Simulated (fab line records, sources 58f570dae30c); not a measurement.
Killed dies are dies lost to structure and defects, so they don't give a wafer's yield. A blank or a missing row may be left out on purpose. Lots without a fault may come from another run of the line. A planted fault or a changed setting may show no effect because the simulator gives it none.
fab line records | flow berkeley_cmos170
record lots=6 wafers=16 last_day=12
route steps=331 shown NLDD@159 SPACER@171 PSD@175 M3@331
lots that met no fault: from a run of the same line without faults
start_h: hours from the record's first day to the start of the lot's first wafer shown | wait_h: hours since the lot's step before | " the same as in the row above | L1.1+2: a row that stands for several wafers | - no value, or no start given | * or withheld: withheld | < > ~ a bound
route shown NAME@n: a module of which the file shows steps, and the number in the route of the first | usual: mean/standard deviation of fault-free wafers | same: alike in all rows | chamber/n: place in a boat | sites: the reading at each site | _std_site: their standard deviation | _edge_site: outer sites' mean less inner sites' | radius_mm: how far each site lies from the wafer's centre | mask NAME#n: copy n | behind: the tool/chamber that last shaped the wafer | hold: why the lot was held/for how many hours/how that ended | device: the transistor (n, p or np) that didn't switch | end of line: the same wafers' tests at the end of the route | a step without rows: its recipe alone | killed: dies lost to structure and defects at the first sort, not the wafer's yield | map: a wafer's dies, x killed, . not, _ none there
set.NAME: the setting as run; set.NAME@STEP: as run at that earlier step | model.NAME: the simulator's own value behind a step, which no gauge read
lots at some steps of the route; a table a step, a row a wafer
services: from which hour (start_h, from the record's first day; less than 0 if before it) a tool's chamber was out of use, for how many hours, and why
## steps
# step UCB170_NLDD_COAT_01
# recipe resist=KrF spin_rpm=1500 resist_thk_nm=900
# step UCB170_NLDD_SOFTBAKE_02
# recipe resist=KrF temp_c=130 time_s=60
# step UCB170_NLDD_EXPOSE_03
# recipe mask_id=NSELECT na=0.5 sigma_outer=0.6 source_shape=conventional target_cd_nm=1200 dose_mj=30
# step UCB170_NLDD_PEB_04
# recipe peb_temp_c=130 peb_time_s=withheld resist=KrF
# step UCB170_NLDD_DEVELOP_05
# recipe developer=TMAH develop_time_s=45 resist=KrF dev_temp_c=21
# step UCB170_NLDD_CD_MEAS_06
# recipe target_cd_nm=1200
# usual cd_nm=1199.6/1.7
# columns lot.wafer tool chamber start_h wait_h cd_nm
L673.1 cd_sem-01 - 149.14 - 1202.5
L673.2 " - " " 1199.7
L673.4 " - " " 1200.9
L682.2 cd_sem-02 - 189.22 - 1202.5
L682.5 " - " " 1202.0
L682.6 " - " " 1202.0
L685.6 cd_sem-02 - 210.44 - 1199.1
L687.2 cd_sem-02 - 222.93 - 1199.3
L687.4 " - " " 1200.2
L687.5 " - " " 1197.4
L691.4 cd_sem-01 - 233.42 - 1201.9
L691.5 " - " " 1202.9
L691.6 " - " " 1202.0
L694.2 cd_sem-01 - 256.01 - 1196.0
L694.4 " - " " 1194.7
L694.5 " - " " 1197.9
# step UCB170_NLDD_OVL_MEAS_07
# usual NLDD_OVL=2/5.2
# columns lot.wafer tool chamber start_h wait_h NLDD_OVL[nm]
L673.1 overlay-01 - 149.26 0.1 0
L673.2 " - " " 7
L673.4 " - " " 7
L682.2 overlay-02 - 189.32 0.1 3
L682.5 " - " " 5
L682.6 " - " " 8
L685.6 overlay-01 - 210.49 0.0 -7
L687.2 overlay-02 - 223.03 0.1 10
L687.4 " - " " 5
L687.5 " - " " 5
L691.4 overlay-01 - 233.50 0.1 3
L691.5 " - " " 8
L691.6 " - " " 1
L694.2 overlay-02 - 256.11 0.1 6
L694.4 " - " " 0
L694.5 " - " " 9
# step UCB170_NLDD_IMPLANT_08
# recipe species=As dose_cm2=5.114e+13 energy_kev=30 tilt_deg=7 rotation_deg=0
# step UCB170_NLDD_IMPLANT_09
# recipe species=As dose_cm2=5e+13 energy_kev=30 tilt_deg=7 rotation_deg=180
# step UCB170_NLDD_STRIP_10
# recipe chemistry=O2 power_w=400 pressure_mtorr=3500 platen_temp_c=withheld o2_flow_sccm=400 overash_fraction=0.5
# usual drypump_motor_current_A=5.7/0.31 oes_product_au=0.735/0.0044 strip_time_to_endpoint_s=21.66/0.05
# columns lot.wafer tool chamber start_h wait_h drypump_motor_current_A oes_product_au rf_hours_counter_h strip_time_to_endpoint_s
L673.1 plasma_asher-01 1 149.60 0.1 5.2 0.731 49 21.58
L673.2 " 0 " " 5.8 0.725 49 21.64
L673.4 " 0 " " 5.8 0.729 - 21.62
L682.2 plasma_asher-02 0 189.65 0.1 5.7 0.734 27 21.68
L682.5 " 0 " " 5.7 0.729 - 21.64
L682.6 " 1 " " 5.5 0.733 - 21.71
L685.6 plasma_asher-03 1 210.86 0.1 6.3 0.737 - 21.63
L687.2 plasma_asher-02 0 223.39 0.1 5.7 0.735 30 21.72
L687.4 " 0 " " 5.7 0.735 - 21.63
L687.5 " 0 " " 5.7 0.729 - 21.63
L691.4 plasma_asher-01 1 233.85 0.1 5.2 0.743 - 21.63
L691.5 " 0 " " 5.8 0.738 - 21.73
L691.6 " 1 " " 5.2 0.732 - 21.69
L694.2 plasma_asher-01 1 256.44 0.1 5.2 0.735 60 21.67
L694.4 " 1 " " 5.2 0.724 - 21.66
L694.5 " 1 " " 5.2 0.739 - 21.72
# step UCB170_NLDD_TW_MEAS_11
# usual NLDD_TW=2235/15
# columns lot.wafer tool chamber start_h wait_h NLDD_TW
L673.1 film_metro-01 - 149.70 0.1 2230
L673.2 " - " " 2233
L673.4 " - " " 2244
L682.2 film_metro-03 - 189.76 0.1 2228
L682.5 " - " " 2246
L682.6 " - " " 2234
L685.6 film_metro-02 - 210.95 0.1 2207
L687.2 film_metro-03 - 223.50 0.1 2235
L687.4 " - " " 2237
L687.5 " - " " 2244
L691.4 film_metro-02 - 233.95 0.1 2197
L691.5 " - " " 2214
L691.6 " - " " 2213
L694.2 film_metro-01 - 256.55 0.1 2240
L694.4 " - " " 2234
L694.5 " - " " 2245
# step UCB170_NLDD_CLEAN_12
# recipe chemistry=SPM temp_c=120 time_s=600
# step UCB170_SPACER_CVD_00
# recipe material=SiO2 target_thk_nm=376 temp_c=390 precursor=TEOS/O2 time_s=47 rf_w=550 pressure_mtorr=9000
# usual heater_power_w=281/52 rf_fwd_power_W=544.7/1.7
# columns lot.wafer tool chamber start_h wait_h heater_power_w rf_fwd_power_W model.SiO2_of_SPACER_CVD_00.thk_nm
L673.1 pecvd-02 2 149.93 0.0 363 544.7 373
L673.2 " 1 " " 323 548.4 374.8
L673.4 " 0 " " 188 548.0 383.9
L682.2 pecvd-04 1 189.99 0.0 217 546.5 372.8
L682.5 " 0 " " 293 542.6 377.1
L682.6 " 1 " " 229 547.0 383.5
L685.6 pecvd-02 0 211.59 0.0 128 767.2 422
L687.2 pecvd-02 1 225.77 0.0 260 542.4 371.6
L687.4 " 0 " " 130 766.8 422.2
L687.5 " 1 " " 267 545.7 381.3
L691.4 pecvd-04 1 234.17 0.0 247 543.1 383.5
L691.5 " 2 " " 356 546.5 382.6
L691.6 " 0 " " 399 545.4 383.3
L694.2 pecvd-01 0 256.78 0.0 276 544.4 375.4
L694.4 " 2 " " 243 543.1 380.1
L694.5 " 0 " " 284 543.3 383
# step UCB170_SPACER_THK_MEAS_01
# recipe reads=SiO2_of_SPACER_CVD_00
# usual SPACER_TEOS_THK=376/4.4
# columns lot.wafer tool chamber start_h wait_h SPACER_TEOS_THK[nm]
L673.1 film_metro-02 - 149.98 0.0 373
L673.2 " - " " 375
L673.4 " - " " 384
L682.2 film_metro-04 - 190.05 0.0 373
L682.5 " - " " 377
L682.6 " - " " 383
L685.6 film_metro-02 - 211.66 0.1 422
L687.2 film_metro-04 - 225.82 0.0 371
L687.4 " - " " 422
L687.5 " - " " 381
L691.4 film_metro-01 - 234.23 0.0 384
L691.5 " - " " 382
L691.6 " - " " 383
L694.2 film_metro-01 - 256.83 0.0 375
L694.4 " - " " 380
L694.5 " - " " 383
# step UCB170_SPACER_ANNEAL_02
# recipe temp_c=900 time_s=1800 ambient=N2
# step UCB170_SPACER_ETCHBACK_03
# recipe stop_on=Si target=SiO2 chemistry=CHF3/CF4/Ar CHF3_flow_sccm=50 cf4_flow_sccm=10 Ar_flow_sccm=120 pressure_mtorr=200 rf_w=500 target_depth_a=3760 time_s=100
# usual drypump_motor_current_A=5.7/0.46 oes_product_au=0.897/0.017 throttle_valve_pct=6.53/0.14
# columns lot.wafer tool chamber start_h wait_h drypump_motor_current_A oes_product_au rf_hours_counter_h throttle_valve_pct model.etch.depth_nm
L673.1 rie_diel-04 1 156.54 0.0 6.2 0.897 151 6.55 373
L673.2 " 3 " " 5.6 0.914 114 6.57 374.8
L673.4 " 2 " " 5.2 0.921 141 6.40 383.9
L682.2 rie_diel-04 2 196.06 0.0 5.2 0.910 143 6.40 372.8
L682.5 " 0 " " 5.7 0.882 - 6.41 377.1
L682.6 " 3 " " 5.6 0.920 - 6.58 383.5
L685.6 rie_diel-04 2 216.74 0.0 5.2 0.994 - 6.41 422
L687.2 rie_diel-03 1 232.56 0.0 6.4 0.887 13 6.64 371.6
L687.4 " 3 " " 6.6 0.996 43 6.67 422.2
L687.5 " 2 " " 5.5 0.924 - 6.26 381.3
L691.4 rie_diel-03 3 241.58 0.0 6.6 0.931 44 6.66 383.5
L691.5 " 2 " " 5.5 0.932 - 6.27 382.6
L691.6 " 3 " " 6.6 0.940 - 6.67 383.3
L694.2 rie_diel-04 0 263.65 0.0 5.7 0.877 67 6.42 375.4
L694.4 " 3 " " 5.6 0.914 120 6.57 380.1
L694.5 " 2 " " 5.2 0.889 - 6.41 383
# step UCB170_PSD_HMDS_00
# recipe prime_time_s=60 prime_temp_c=100
# step UCB170_M3_PROBE_99
# columns lot.wafer tool chamber start_h wait_h model.etest.pmos_0p35.r_on_ohm_um model.etest.pplus_sal.width_nm model.etest.nplus_sal.width_nm model.etest.nmos_0p35.r_on_ohm_um model.etest.nmos_0p6.r_on_ohm_um model.etest.field_p_metal.vt_v model.etest.field_n_metal.vt_v model.etest.pplus_sal.line_ohm_um
L673.1 prober-01 - 182.09 0.1 4398 717.9 722.8 1369 2175 -59.18 51.7 5.081
L673.2 prober-01 - 182.14 0.1 4487 695.4 694.2 1393 2190 -60.36 52.38 5.25
L673.4 prober-01 - 182.24 0.2 4402 669.8 671.9 1404 2177 -61.24 53.42 5.476
L682.2 prober-01 - 223.87 0.1 4347 704.5 701.7 1372 2118 -59.45 51.93 5.208
L682.5 prober-01 - 224.02 0.2 4366 721 724 1375 2135 -58.34 51.15 5.077
L682.6 prober-01 - 224.07 0.2 4356 701.6 697.6 1367 2120 -59.29 51.72 5.173
L685.6 prober-02 - 247.79 0.2 4483 587.9 588.6 1456 2229 -62.21 54.11 6.24
L687.2 prober-01 - 261.62 0.1 4371 719.7 718.3 1359 2124 -58.72 51.63 5.098
L687.4 prober-01 - 261.72 0.2 4530 616 613.1 1480 2229 -61.43 54.06 5.858
L687.5 prober-01 - 261.77 0.2 4434 705.8 705.4 1400 2186 -59.17 51.98 5.233
L691.4 prober-01 - 271.18 0.2 4449 681 680.2 1424 2208 -60.47 52.55 5.474
L691.5 prober-01 - 271.23 0.2 4419 684 684.7 1391 2179 -60.32 52.38 5.315
L691.6 prober-01 - 271.28 0.2 4407 683 682.1 1399 2176 -59.75 52.26 5.297
L694.2 prober-01 - 290.43 0.1 4393 735 736.7 1391 2160 -57.43 50.41 5.018
L694.4 prober-01 - 290.53 0.2 4385 720 718.8 1391 2149 -57.23 50.2 5.14
L694.5 prober-01 - 290.58 0.2 4277 712.1 713.7 1373 2130 -58.34 51.35 5.191
# killed by level:class
L673.1 GATE:geometric_particle:short=1 SPACER:geometric_particle:open=1 SILICIDE:geometric_particle:short=1 M2:geometric_particle:short=1
L673.2 GATE:geometric_particle:open=2 V1:geometric_particle:open=2 GATE:geometric_particle:short=1 ACTIVE:area_etch=1
L673.4 START:geometric_particle:short=1 GATE:geometric_particle:short=1
L682.2 WELLDRIVE:geometric_particle:open=1
L682.5 WELLDRIVE:geometric_particle:short=1 V2:geometric_particle:short=1
L682.6 CONTACT:geometric_particle:short=1 M3:geometric_particle:open=1
L691.4 GATE:geometric_particle:open=1 GATE:geometric_particle:short=1 SILICIDE:geometric_particle:short=1 CONTACT:geometric_particle:short=1
L691.5 V1:geometric_particle:short=2 START:geometric_particle:short=1 M1:geometric_particle:open=1 V2:geometric_particle:short=1
L691.6 GATE:geometric_particle:open=1 SPACER:geometric_particle:short=1 CONTACT:geometric_particle:short=1
L694.2 SCREENOX:geometric_particle:short=1 GATE:geometric_particle:open=1 V1:geometric_particle:open=1
L694.4 SPACER:geometric_particle:short=2 SPACER:geometric_particle:open=1 SILICIDE:geometric_particle:short=1 M2:geometric_particle:short=1
L694.5 SACOX:geometric_particle:open=1 NSD:coat_microbubble_printed=1
## services
# columns tool chamber start_h hours kind
pecvd-04 - 135.50 14.0 pm
pecvd-04 0 135.50 14.0 vent_cycle
pecvd-04 1 135.50 14.0 vent_cycle
pecvd-04 2 135.50 14.0 vent_cycle
rie_diel-04 3 143.84 4.8 repair
pecvd-04 0 149.50 - clean
pecvd-04 1 149.50 - clean
pecvd-04 2 149.50 - clean
pecvd-02 - 153.66 5.5 pm
pecvd-02 0 171.37 18.4 repair
rie_diel-04 1 175.18 - clean
rie_diel-04 1 175.18 12.0 scheduled_down
rie_diel-04 1 175.18 12.0 vent_cycle
rie_diel-03 0 192.02 - clean
rie_diel-03 0 192.02 20.5 scheduled_down
rie_diel-03 0 192.02 20.5 vent_cycle
pecvd-04 - 194.63 0.9 repair
rie_diel-04 2 219.34 - clean
rie_diel-04 2 219.34 25.7 scheduled_down
rie_diel-04 2 219.34 25.7 vent_cycle
pecvd-02 2 242.72 16.8 repair
rie_diel-03 1 253.49 6.5 repair
## key
first_sign step=UCB170_SPACER_CVD_00 reading=rf_fwd_power_W direction=up sigmas=99+ usual=544.7 struck=767.0
effect step=UCB170_SPACER_THK_MEAS_01 reading=SPACER_TEOS_THK direction=up sigmas=10 usual=376 struck=422
effect step=UCB170_SPACER_ETCHBACK_03 reading=oes_product_au direction=up sigmas=5.7 usual=0.897 struck=0.995
model_effect step=UCB170_SPACER_CVD_00 value=SiO2_of_SPACER_CVD_00.thk_nm without=381.8 struck=422.1
model_effect step=UCB170_SPACER_ETCHBACK_03 value=etch.depth_nm without=381.8 struck=422.1
model_effect step=UCB170_M3_PROBE_99 value=etest.pmos_0p35.r_on_ohm_um without=4406 struck=4506
met_at UCB170_SPACER_CVD_00
struck_wafers L685.6,L687.4
sort_left_out L685.6,L687.4
tester_left_out L685,L687
onset_between 149.93 211.59
earlier_fault kind=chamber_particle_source tool=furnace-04 chamber=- onset_h=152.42 steps=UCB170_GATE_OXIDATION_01 rate_per_visit_cm2=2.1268 end_h=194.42
fault kind=process_parameter_drift tool=pecvd-02 chamber=0 onset_h=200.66 steps=UCB170_SPACER_CVD_00 channel=rf_w offset=220 shape=step end_h=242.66 acts_in=these_recipes_only stated=550
# tester_left_out: of these lots the tester's yield and bins aren't shown, on N5 and GAA mostly nor the transistor test; their killed dies are dies lost to structure and defects alone, not to doping, threshold or leakage, so they don't give the yield
# sort_left_out: the simulated sort isn't trusted on such a fault, so these wafers' sort isn't shown, and their yield isn't known
